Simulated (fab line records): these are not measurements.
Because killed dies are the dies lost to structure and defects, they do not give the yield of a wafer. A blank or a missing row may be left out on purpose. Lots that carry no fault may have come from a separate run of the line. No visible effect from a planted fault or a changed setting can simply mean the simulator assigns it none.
2 desks, one fault ; flow berkeleyCmos170 ; each desk holds nothing but its own numbers, with what lay behind them at the end

## AT THE TOOL OWNER'S DESK: pecvd-02
The tool's own readings at UCB170_SPACER_CVD_00 (deposits SiO2 from TEOS/O2, target thk 376 nm, time 47 s): means of the sampled wafers that have a number, for each lot that ran on this tool. A lot is out of limits, marked OUT, if its mean lies more than 4 standard deviations from the usual mean; the brackets give that distance.
Columns: A = heaterPowerW at UCB170_SPACER_CVD_00, usual 275 W; B = pressureMtorr at UCB170_SPACER_CVD_00, usual 8999 mTorr; C = susceptorTempC at UCB170_SPACER_CVD_00, usual 390.00 C
lot;first seen here;A;B;C
L190;day 8 08:56;292;8983;389.98
L193;day 8 22:26;293;9004;389.84
L196;day 9 04:05;296;9003;389.95
L200;day 10 08:21;289;8985;390.09
L204;day 11 08:25;270;9003;390.15
This desk's verdict: no lot among the 5 shows anything out of limits.

## THE METROLOGY DESK
What the gauges read for every lot (on any tool): the sampled wafers with a number, averaged. A lot is out of limits, marked OUT, if its mean lies more than 4 standard deviations from the usual mean; the brackets give that distance.
Columns: A = cdNm at UCB170_ACTIVE_CD_MEAS_13, usual 1200.2 nm; B = PFIELD_OVL at UCB170_PFIELD_OVL_MEAS_06, usual -3 nm; C = SPACER_TEOS_THK at UCB170_SPACER_THK_MEAS_01, usual 377 nm
lot;first seen here;A;B;C
L188;day 4 20:39;1201.0;2;384
L189;day 5 04:45;1201.9;-1;368
L190;day 5 18:56;1202.3;3;376
L193;day 6 03:32;1198.1;-1;369
L194;day 6 03:46;1199.5;-5;382
L196;day 6 10:48;1196.6;-6;371
L195;day 6 11:04;1200.5;-6;380
L198;day 6 22:41;1199.0;6;372
L200;day 7 11:52;1202.5;-16;372
L202;day 8 05:34;1200.5;-0;385
L204;day 8 19:12;1199.3;-1;394
L205;day 8 19:49;1199.4;-8;382
L211;day 9 20:55;1202.0;-3;375
This desk's verdict: no lot among the 13 shows anything out of limits.

## PUT TOGETHER
The tool owner's desk saw nothing out of limits.
At the metrology desk, nothing out of limits was observed.

## WHAT THE SIMULATOR PUT IN
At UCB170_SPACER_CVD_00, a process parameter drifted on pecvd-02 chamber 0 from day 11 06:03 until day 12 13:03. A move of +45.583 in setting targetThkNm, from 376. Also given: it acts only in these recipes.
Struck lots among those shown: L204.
